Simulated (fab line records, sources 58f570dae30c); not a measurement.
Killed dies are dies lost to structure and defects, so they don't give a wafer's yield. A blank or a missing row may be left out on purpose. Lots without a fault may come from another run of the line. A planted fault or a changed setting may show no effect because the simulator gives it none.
fab line records | flow berkeley_cmos170
record lots=14 wafers=42 last_day=12
route steps=331 shown SDANNEAL@205 V1@268 V2@307 M3@327
lots that met no fault: from a run of the same line without faults
start_h: hours from the record's first day to the start of the lot's first wafer shown | wait_h: hours since the lot's step before | " the same as in the row above | L1.1+2: a row that stands for several wafers | - no value, or no start given | * or withheld: withheld | < > ~ a bound
route shown NAME@n: a module of which the file shows steps, and the number in the route of the first | usual: mean/standard deviation of fault-free wafers | same: alike in all rows | chamber/n: place in a boat | sites: the reading at each site | _std_site: their standard deviation | _edge_site: outer sites' mean less inner sites' | radius_mm: how far each site lies from the wafer's centre | mask NAME#n: copy n | behind: the tool/chamber that last shaped the wafer | hold: why the lot was held/for how many hours/how that ended | device: the transistor (n, p or np) that didn't switch | end of line: the same wafers' tests at the end of the route | a step without rows: its recipe alone | killed: dies lost to structure and defects at the first sort, not the wafer's yield | map: a wafer's dies, x killed, . not, _ none there
set.NAME: the setting as run; set.NAME@STEP: as run at that earlier step | model.NAME: the simulator's own value behind a step, which no gauge read
steps of the route over a sample of lots; a table a step, a row a wafer
services: from which hour (start_h, from the record's first day; less than 0 if before it) a tool's chamber was out of use, for how many hours, and why
## steps
# step UCB170_SDANNEAL_RTA_01
# recipe temp_c=1050 time_s=5 ambient=N2
# usual lamp_power_pct=39/3.5 wafer_temp_C_max=1054.4/1.1
# columns lot.wafer tool chamber start_h wait_h lamp_power_pct wafer_temp_C_max
L954.3 rtp_anneal-01 0 129.96 0.1 42 1055.9
L954.4 " 0 " " 42 1053.6
L954.5 " 0 " " 42 1056.8
L956.1 rtp_anneal-01 0 150.66 0.1 42 1055.6
L956.2 " 0 " " 42 1053.8
L956.4 " 0 " " 42 1055.4
L955.1 rtp_anneal-01 0 151.23 0.1 42 1056.4
L955.3 " 0 " " 42 1054.5
L955.5 " 0 " " 42 1057.5
L959.4 rtp_anneal-02 0 157.77 0.1 35 1053.6
L959.5 " 0 " " 35 1053.1
L959.6 " 0 " " 35 1055.5
L961.1 rtp_anneal-02 0 158.12 0.1 35 1054.0
L961.2 " 0 " " 35 1054.3
L961.5 " 0 " " 35 1054.1
L964.1 rtp_anneal-01 0 181.47 0.1 42 1054.4
L964.2 " 0 " " 42 1056.3
L964.5 " 0 " " 42 1054.4
L966.1 rtp_anneal-02 0 197.06 0.1 35 1052.4
L966.3 " 0 " " 35 1053.9
L966.6 " 0 " " 35 1053.3
L970.2 rtp_anneal-01 0 209.85 0.1 42 1055.2
L970.3 " 0 " " 42 1055.4
L970.6 " 0 " " 42 1054.7
L969.2 rtp_anneal-02 0 210.16 0.1 35 1053.5
L969.4 " 0 " " 35 1055.6
L969.5 " 0 " " 35 1054.3
L971.1 rtp_anneal-02 0 232.98 0.1 35 1053.6
L971.2 " 0 " " 35 1053.9
L971.6 " 0 " " 35 1053.3
L973.1 rtp_anneal-01 0 233.58 0.1 42 1054.0
L973.2 " 0 " " 42 1055.6
L973.4 " 0 " " 42 1055.3
L974.1 rtp_anneal-01 0 234.02 0.1 42 1056.3
L974.5 " 0 " " 42 1054.0
L974.6 " 0 " " 42 1054.9
L975.1 rtp_anneal-01 0 251.10 0.1 42 1054.2
L975.3 " 0 " " 42 1055.3
L975.5 " 0 " " 42 1054.3
L976.1 rtp_anneal-02 0 251.10 0.1 35 1053.7
L976.2 " 0 " " 35 1052.9
L976.4 " 0 " " 35 1054.2
# step UCB170_V1_ETCH_14
# recipe chemistry=CHF3/CF4/Ar target=SiO2 stop_on=Al CHF3_flow_sccm=45 cf4_flow_sccm=15 Ar_flow_sccm=150 pressure_mtorr=200 rf_w=700 target_depth_a=12500 over_etch_frac=0.25 time_s=291
# usual CHF3_flow_sccm=44.99/0.12 cf4_flow_sccm=15.00/0.044 drypump_motor_current_A=5.8/0.54 oes_product_au=0.867/0.015 throttle_valve_pct=6.93/0.13
# columns lot.wafer tool chamber start_h wait_h CHF3_flow_sccm cf4_flow_sccm drypump_motor_current_A oes_product_au rf_hours_counter_h throttle_valve_pct
L954.3 rie_diel-01 2 144.33 0.0 44.85 15.09 6.5 0.875 52 6.89
L954.4 " 0 " " 44.94 14.90 6.3 0.854 85 7.10
L954.5 " 2 " " 44.74 14.97 6.5 0.873 - 6.89
L956.1 rie_diel-01 1 166.28 0.0 - - - - - -
L956.2 " 2 " " - - - - - -
L956.4 " 3 " " - - - - - -
L955.1 rie_diel-02 0 166.55 0.0 - - - - - -
L955.3 " 2 " " - - - - - -
L955.5 " 2 " " - - - - - -
L959.4 rie_diel-01 0 170.85 0.0 45.23 14.97 6.3 0.852 86 7.12
L959.5 " 1 " " 44.98 14.95 5.1 0.876 - 6.97
L959.6 " 0 " " 44.92 15.06 6.3 0.847 - 7.12
L961.1 rie_diel-03 0 171.13 0.0 45.05 14.96 6.4 0.873 117 6.91
L961.2 " 3 " " 45.11 15.01 5.9 0.876 1 6.85
L961.5 " 0 " " 45.13 15.00 6.4 0.876 - 6.91
L964.1 rie_diel-02 0 197.83 0.0 44.97 15.02 6.0 0.845 14 7.02
L964.2 " 2 " " 45.07 14.96 6.6 0.879 15 6.80
L964.5 " 3 " " 44.92 15.02 5.2 0.861 - 6.80
L966.1 rie_diel-03 0 211.89 0.0 44.94 15.05 6.3 0.873 119 6.91
L966.3 " 3 " " 45.31 14.93 5.9 0.882 3 6.83
L966.6 " 2 " " 44.95 14.97 5.4 0.850 - 7.23
L970.2 rie_diel-02 0 224.05 0.0 44.94 15.08 5.9 0.849 15 7.01
L970.3 " 3 " " 44.90 15.05 5.2 0.846 12 6.79
L970.6 " 0 " " 44.80 15.03 5.9 0.846 - 6.99
L969.2 rie_diel-01 3 226.89 0.0 45.12 14.99 6.2 0.886 24 6.86
L969.4 " 1 " " 44.90 14.96 5.1 0.881 24 6.97
L969.5 " 1 " " 44.90 15.00 5.1 0.879 - 6.98
L971.1 rie_diel-02 3 247.11 0.0 45.22 15.04 5.2 0.857 13 6.79
L971.2 " 2 " " 45.13 15.05 6.6 0.883 17 6.79
L971.6 " 0 " " 45.06 15.08 5.9 0.848 - 7.00
L973.1 rie_diel-03 3 247.84 0.0 45.10 14.91 5.9 0.884 4 6.84
L973.2 " 1 " " 44.82 15.10 5.5 0.855 119 6.78
L973.4 " 0 " " 44.90 14.98 6.4 0.877 120 6.93
L974.1 rie_diel-01 2 248.38 0.0 45.07 14.96 6.5 0.877 57 6.91
L974.5 " 2 " " 45.09 15.02 6.4 0.877 - 6.91
L974.6 " 3 " " 44.90 14.99 6.2 0.895 - 6.88
L975.1 rie_diel-01 2 266.24 0.0 45.10 15.03 6.4 0.882 58 6.89
L975.3 " 3 " " 45.08 15.03 6.2 0.889 25 6.86
L975.5 " 1 " " 45.00 15.08 5.1 0.882 - 6.97
L976.1 rie_diel-03 2 266.32 0.0 44.96 15.02 5.4 0.846 64 7.23
L976.2 " 0 " " 44.94 15.08 6.4 0.876 121 6.91
L976.4 " 3 " " 45.31 14.98 5.9 0.881 5 6.85
# step UCB170_V1_STRIP_15
# recipe chemistry=O2 power_w=400 pressure_mtorr=3500 platen_temp_c=withheld o2_flow_sccm=400 overash_fraction=0.5
# usual drypump_motor_current_A=6.0/0.52 oes_product_au=0.722/0.0047 strip_time_to_endpoint_s=15.38/0.1
# columns lot.wafer tool chamber start_h wait_h drypump_motor_current_A oes_product_au rf_hours_counter_h strip_time_to_endpoint_s
L954.3 plasma_asher-02 1 144.54 0.1 5.6 0.724 - 15.20
L954.4 " 0 " " 6.0 0.723 - 15.42
L954.5 " 0 " " 6.0 0.718 - 15.25
L956.1 plasma_asher-03 0 166.45 0.1 5.1 0.740 46 21.71
L956.2 " 1 " " 6.7 0.733 46 21.66
L956.4 " 1 " " 6.7 0.739 - 21.68
L955.1 plasma_asher-03 1 166.73 0.1 6.7 0.725 46 21.69
L955.3 " 0 " " 5.1 0.729 - 21.64
L955.5 " 1 " " 6.7 0.734 - 21.67
L959.4 plasma_asher-04 1 171.06 0.1 6.1 0.720 - 15.50
L959.5 " 0 " " 6.4 0.727 - 15.57
L959.6 " 1 " " 6.1 0.723 - 15.46
L961.1 plasma_asher-02 1 171.30 0.1 5.5 0.723 37 15.41
L961.2 " 0 " " 6.0 0.725 37 15.27
L961.5 " 0 " " 6.0 0.724 - 15.42
L964.1 plasma_asher-04 1 198.01 0.1 6.1 0.714 9 15.46
L964.2 " 0 " " 6.4 0.716 9 15.33
L964.5 " 1 " " 6.1 0.722 - 15.42
L966.1 plasma_asher-02 1 212.07 0.1 5.6 0.722 41 15.55
L966.3 " 1 " " 5.6 0.719 - 15.46
L966.6 " 1 " " 5.6 0.719 - 15.55
L970.2 plasma_asher-04 1 224.23 0.1 6.1 0.727 12 15.44
L970.3 " 1 " " 6.1 0.723 - 15.46
L970.6 " 0 " " 6.4 0.719 - 15.37
L969.2 plasma_asher-02 1 227.06 0.1 5.6 0.726 43 15.48
L969.4 " 1 " " 5.6 0.712 - 15.58
L969.5 " 1 " " 5.6 0.720 - 15.57
L971.1 plasma_asher-02 1 247.29 0.1 5.6 0.718 45 15.35
L971.2 " 0 " " 6.0 0.724 45 15.38
L971.6 " 0 " " 6.0 0.712 - 15.32
L973.1 plasma_asher-03 0 248.02 0.1 5.1 0.719 54 15.29
L973.2 " 1 " " 6.7 0.715 54 15.20
L973.4 " 1 " " 6.7 0.720 - 15.44
L974.1 plasma_asher-02 0 248.55 0.1 6.0 0.730 45 15.33
L974.5 " 0 " " 6.0 0.721 - 15.37
L974.6 " 1 " " 5.5 0.714 - 15.51
L975.1 plasma_asher-02 1 266.42 0.1 5.6 0.724 46 15.22
L975.3 " 0 " " 6.0 0.723 - 15.38
L975.5 " 0 " " 6.0 0.719 - 15.44
L976.1 plasma_asher-04 0 266.50 0.1 6.4 0.719 16 15.41
L976.2 " 1 " " 6.1 0.723 16 15.51
L976.4 " 1 " " 6.0 0.715 - 15.32
# step UCB170_V1_CD_MEAS_90
# recipe target_cd_nm=700
# usual cd_nm=700.0/1.6
# columns lot.wafer tool chamber start_h wait_h cd_nm
L954.3 cd_sem-01 - 144.64 0.1 697.7
L954.4 " - " " 695.9
L954.5 " - " " 698.1
L956.1 cd_sem-02 - 166.55 0.1 -
L956.2 " - " " -
L956.4 " - " " -
L955.1 cd_sem-01 - 166.90 0.1 -
L955.3 " - " " -
L955.5 " - " " -
L959.4 cd_sem-01 - 171.19 0.1 699.6
L959.5 " - " " 699.5
L959.6 " - " " 699.9
L961.1 cd_sem-01 - 171.40 0.1 700.2
L961.2 " - " " 701.2
L961.5 " - " " 699.3
L964.1 cd_sem-01 - 198.11 0.1 700.1
L964.2 " - " " 698.4
L964.5 " - " " 698.8
L966.1 cd_sem-01 - 212.17 0.1 699.3
L966.3 " - " " 699.7
L966.6 " - " " 700.7
L970.2 cd_sem-01 - 224.35 0.1 701.7
L970.3 " - " " 699.9
L970.6 " - " " 701.6
L969.2 cd_sem-02 - 227.18 0.1 702.9
L969.4 " - " " 700.5
L969.5 " - " " 699.1
L971.1 cd_sem-01 - 247.39 0.1 699.0
L971.2 " - " " 700.8
L971.6 " - " " 702.1
L973.1 cd_sem-01 - 248.12 0.1 697.6
L973.2 " - " " 699.0
L973.4 " - " " 697.1
L974.1 cd_sem-01 - 248.65 0.1 697.4
L974.5 " - " " 699.1
L974.6 " - " " 698.6
L975.1 cd_sem-01 - 266.52 0.1 699.3
L975.3 " - " " 700.4
L975.5 " - " " 698.3
L976.1 cd_sem-02 - 266.62 0.1 698.7
L976.2 " - " " 699.5
L976.4 " - " " 699.1
# step UCB170_V2_STRIP_15
# recipe chemistry=O2 power_w=400 pressure_mtorr=3500 platen_temp_c=withheld o2_flow_sccm=400 overash_fraction=0.5
# usual drypump_motor_current_A=5.7/0.57 oes_product_au=0.722/0.004 strip_time_to_endpoint_s=15.37/0.086
# columns lot.wafer tool chamber start_h wait_h drypump_motor_current_A oes_product_au rf_hours_counter_h strip_time_to_endpoint_s
L954.3 plasma_asher-03 0 151.01 0.1 5.1 0.722 - 15.51
L954.4 " 1 " " 6.7 0.719 - 15.51
L954.5 " 1 " " 6.7 0.715 - 15.36
L961.1 plasma_asher-03 1 177.56 0.1 6.7 0.728 48 15.20
L961.2 " 0 " " 5.1 0.723 48 15.18
L961.5 " 1 " " 6.7 0.718 - 15.22
L959.4 plasma_asher-03 1 178.03 0.1 6.7 0.721 - 15.32
L959.5 " 0 " " 5.2 0.719 - 15.43
L959.6 " 1 " " 6.7 0.718 - 15.27
L964.1 plasma_asher-03 0 203.61 0.1 5.1 0.722 50 15.35
L964.2 " 1 " " 6.7 0.730 50 15.30
L964.5 " 1 " " 6.7 0.720 - 15.42
L966.1 plasma_asher-02 0 217.55 0.1 6.0 0.724 42 15.41
L966.3 " 1 " " 5.6 0.721 - 15.31
L966.6 " 0 " " 6.0 0.722 - 15.36
L970.2 plasma_asher-03 0 229.11 0.1 5.2 0.715 53 15.35
L970.3 " 1 " " 6.7 0.723 - 15.25
L970.6 " 1 " " 6.7 0.720 - 15.37
L969.2 plasma_asher-01 1 232.14 0.1 5.2 0.714 58 15.54
L969.4 " 1 " " 5.2 0.722 - 15.39
L969.5 " 1 " " 5.2 0.718 - 15.54
L971.1 plasma_asher-02 0 254.80 0.1 6.0 0.713 45 15.43
L971.2 " 1 " " 5.6 0.722 45 15.41
L971.6 " 0 " " 6.0 0.726 - 15.50
L974.1 plasma_asher-01 0 254.96 0.1 5.5 0.722 60 15.33
L974.5 " 0 " " 5.5 0.726 - 15.39
L974.6 " 1 " " 5.2 0.724 - 15.41
L973.1 plasma_asher-03 0 255.20 0.1 5.2 0.726 55 15.43
L973.2 " 1 " " 6.8 0.722 55 15.26
L973.4 " 0 " " 5.2 0.730 - 15.56
L976.1 plasma_asher-02 1 272.92 0.1 5.6 0.732 47 15.39
L976.2 " 0 " " 6.0 0.718 47 15.26
L976.4 " 0 " " 6.0 0.720 - 15.41
L975.1 plasma_asher-02 0 273.61 0.1 6.0 0.722 47 15.24
L975.3 " 0 " " 6.0 0.724 - 15.43
L975.5 " 1 " " 5.5 0.718 - 15.55
# step UCB170_M3_METAL_ETCH_18
# recipe chemistry=Cl2/BCl3 target=Al stop_on=SiO2 pressure_mtorr=12 target_depth_a=11700 over_etch_frac=0.3 time_s=195 icp_w=600 bias_w=120 Cl2_flow_sccm=90 bcl3_flow_sccm=45
# usual bcl3_flow_sccm=45.01/0.13 bias_w=120.1/0.32 drypump_motor_current_A=5.48/0.2 oes_product_au=0.859/0.0092 throttle_valve_pct=24.45/0.22
# columns lot.wafer tool chamber start_h wait_h bcl3_flow_sccm bias_w drypump_motor_current_A oes_product_au rf_hours_counter_h throttle_valve_pct
L954.3 rie_metal-03 0 154.17 - 44.86 120.0 5.33 0.882 - 24.58
L954.4 " 1 " " 45.04 120.1 5.34 0.848 - 24.27
L954.5 " 0 " " 44.92 119.8 5.32 0.863 - 24.57
L961.1 rie_metal-01 0 180.68 - 44.91 119.5 5.67 0.867 5 24.86
L961.2 " 1 " " 44.95 119.8 5.73 0.849 7 24.21
L961.5 " 0 " " 44.86 119.9 5.66 0.861 - 24.86
L959.4 rie_metal-03 1 181.47 - 44.84 120.1 5.34 0.860 - 24.28
L959.5 " 0 " " 45.08 120.3 5.35 0.880 - 24.57
L959.6 " 1 " " 44.94 119.7 5.32 0.861 - 24.29
L964.1 rie_metal-01 0 206.06 - 45.12 120.1 5.67 0.855 6 24.85
L964.2 " 1 " " 44.83 120.5 5.70 0.841 8 24.21
L964.5 " 0 " " 44.96 120.0 5.66 0.869 - 24.86
L966.1 rie_metal-02 0 220.20 - 45.04 120.1 5.57 0.862 8 24.35
L966.3 " 1 " " 44.96 120.2 5.13 0.877 - 24.38
L966.6 " 0 " " 45.11 120.0 5.60 0.866 - 24.35
L970.2 rie_metal-03 1 231.62 - 45.10 120.5 5.33 0.848 11 24.30
L970.3 " 1 " " 45.00 120.0 5.34 0.847 - 24.29
L970.6 " 1 " " 45.16 120.3 5.33 0.847 - 24.28
L969.2 rie_metal-01 1 234.66 - 45.34 119.5 5.70 0.856 9 24.23
L969.4 " 0 " " 45.15 119.9 5.65 0.862 - 24.84
L969.5 " 0 " " 45.23 120.1 5.65 0.864 - 24.85
L971.1 rie_metal-01 1 257.24 - 45.08 120.0 5.72 0.849 9 24.20
L971.2 " 0 " " 44.97 119.6 5.68 0.851 7 24.86
L971.6 " 0 " " 44.92 120.7 5.68 0.852 - 24.87
L974.1 rie_metal-03 0 257.48 - 44.91 119.8 5.34 0.871 9 24.58
L974.5 " 1 " " 45.04 120.5 5.33 0.841 - 24.27
L974.6 " 0 " " 44.91 120.0 5.31 0.872 - 24.59
L973.1 rie_metal-02 1 257.72 - 44.95 120.1 5.14 0.874 2 24.40
L973.2 " 0 " " 45.05 120.2 5.61 0.869 9 24.36
L973.4 " 0 " " 45.07 119.7 5.61 0.867 - 24.35
L976.1 rie_metal-02 1 276.66 - 44.94 120.4 5.14 0.864 2 24.39
L976.2 " 0 " " 45.10 120.1 5.59 0.855 9 24.36
L976.4 " 0 " " 45.23 120.3 5.61 0.871 - 24.36
L975.1 rie_metal-01 0 277.32 - 44.94 120.1 5.65 0.850 7 24.87
L975.3 " 1 " " 44.94 119.9 5.71 0.846 - 24.22
L975.5 " 0 " " 45.10 120.1 5.65 0.863 - 24.88
## services
# columns tool chamber start_h hours kind
plasma_asher-04 - 108.75 9.0 pm
plasma_asher-04 0 108.75 9.0 vent_cycle
plasma_asher-04 1 108.75 9.0 vent_cycle
rie_diel-02 3 115.27 5.8 repair
plasma_asher-04 0 117.75 - clean
plasma_asher-04 1 117.75 - clean
plasma_asher-02 - 128.38 2.2 repair
rie_diel-03 3 129.48 - clean
rie_diel-03 3 129.48 26.2 scheduled_down
rie_diel-03 3 129.48 26.2 vent_cycle
plasma_asher-02 - 134.88 3.7 repair
rie_metal-03 - 149.17 4.5 repair
rie_diel-03 1 154.02 4.5 repair
rie_diel-01 1 154.12 6.7 repair
rie_diel-01 - 167.49 1.5 repair
rie_metal-02 1 180.90 - clean
rie_metal-02 1 180.90 16.9 scheduled_down
rie_metal-02 1 180.90 16.9 vent_cycle
rie_diel-02 1 181.35 3.7 repair
rie_diel-03 - 236.88 1.1 repair
rie_metal-01 - 253.38 1.1 repair
rie_diel-03 1 258.54 5.5 repair
rie_diel-03 0 266.94 2.6 repair
## key
first_sign step=UCB170_V1_ETCH_14 reading=tool_record direction=missing
effect step=UCB170_V1_STRIP_15 reading=strip_time_to_endpoint_s direction=up sigmas=61 usual=* struck=*
effect step=UCB170_V1_CD_MEAS_90 reading=cd_nm direction=missing
met_at UCB170_V1_ETCH_14
struck_lots L955,L956
later_rows_left_out L955.1,L955.3,L955.5,L956.1,L956.2,L956.4
sort_left_out L955.1,L955.3,L955.5,L956.1,L956.2,L956.4
not_acting_at UCB170_SDANNEAL_RTA_01,UCB170_V2_STRIP_15,UCB170_M3_METAL_ETCH_18
onset_between 144.33 166.28
fault kind=skipped_step_whole tool=rie_diel-01,rie_diel-02 chamber=- onset_h=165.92 steps=UCB170_V1_ETCH_14 scope=struck_lots_only
# sort_left_out: the simulated sort isn't trusted on such a fault, so these wafers' sort isn't shown, and their yield isn't known
# later_rows_left_out: the simulator's readings of these wafers behind a module that went badly wrong aren't trusted and aren't shown, but for the sort
